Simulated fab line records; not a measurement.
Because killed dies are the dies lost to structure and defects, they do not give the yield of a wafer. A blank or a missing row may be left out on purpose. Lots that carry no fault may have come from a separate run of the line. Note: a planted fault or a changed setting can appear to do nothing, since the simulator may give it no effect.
Problem report in the 8D (eight disciplines) form, filled by code :: flow berkeley cmos170 :: the parts of the form that need people (team, actions taken, sign-off) are left out

== 1. WHAT WENT WRONG ==
Mean of oes product au at UCB170_M1_ETCH_11: 1.244 a.u. across 4 wafers in 2 lots; on wafers with no fault it is 1.005 a.u. (standard deviation 0.016). Measured from the usual mean, that is +15 standard deviations.
The step: etches BARC in N2/H2.
First seen on wafer L463.2, day 12 09:14, on rie diel-02. The record has a number at this step for 42 wafers belonging to 14 lots. Rule for "out", or "out of limits": more than 4 standard deviations from the usual mean. The other wafers with a number count as sound.

== 2. WHAT IT IS, WHAT IT ISN'T ==
question: which readings at this step
is: oes product au
is not: drypump motor current A, throttle valve pct

question: which lots
is: L463, L465
is not: L447, L448, L449, L450, L451, L452, L453, L454, L455, L466, L467, L469

question: which wafers of those lots
is: L463.2, L463.4, L463.5, L465.4
is not: L465.1, L465.3

question: read on which tools
is: rie diel-02
is not: rie diel-01, rie diel-04

question: when
is: from day 12 09:14
is not: up to then (27 sound wafers); but 11 sound wafers of L465, L466, L467, L469 came after

== 3. WHAT RULES OUT EACH SUSPECT ==
Counting: if a tool at a process step up to the reading ran every lot that is out, it stays a suspect. Sound lots after the first of them don't rule it out here, since some wafers of a struck lot are sound.
- rie diel-02 at UCB170_M1_ETCH_11 (etches BARC in N2/H2): kept. Ran every lot that is out, first one L463 (day 12 09:14); last sound lot up to then L455 (day 10 10:16). On those wafers its own readings are out: oes product au.
- Within rie diel-02 at UCB170_M1_ETCH_11: the wafers that are out ran in chamber 0; their sound lot-mates ran in chambers 1, 3.
The count leaves rie diel-02 at UCB170_M1_ETCH_11.

== 4. THE CAUSE (what the simulator had put in) ==
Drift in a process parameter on rie diel-02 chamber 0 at UCB170_M1_ETCH_11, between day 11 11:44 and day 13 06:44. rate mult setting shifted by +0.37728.
This tool alone remained once counting was done.

== 5. THE CHAIN OF EFFECTS, in route order ==
Rows list readings where the struck wafers' mean (over those with a number) sits beyond 3 standard deviations from the usual. Scope: only readings with a usual standard deviation given in the record; hours: median across lots of the time from each lot's start at the first step in this table that gives one to its start at this step; sigmas: change in usual standard deviations.
hours: 0
step: UCB170_M1_ETCH_11
reading: oes product au
usual: 1.005 a.u.
on struck wafers: 1.244
change: +0.239
sigmas: +15
Process steps it contains:
- UCB170_M1_ETCH_11: etches BARC in N2/H2.

== 6. WHAT WOULD HAVE CAUGHT IT SOONER ==
In this record the first reading out of limits was taken at day 12 09:14, 21 hours after the fault began at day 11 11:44.
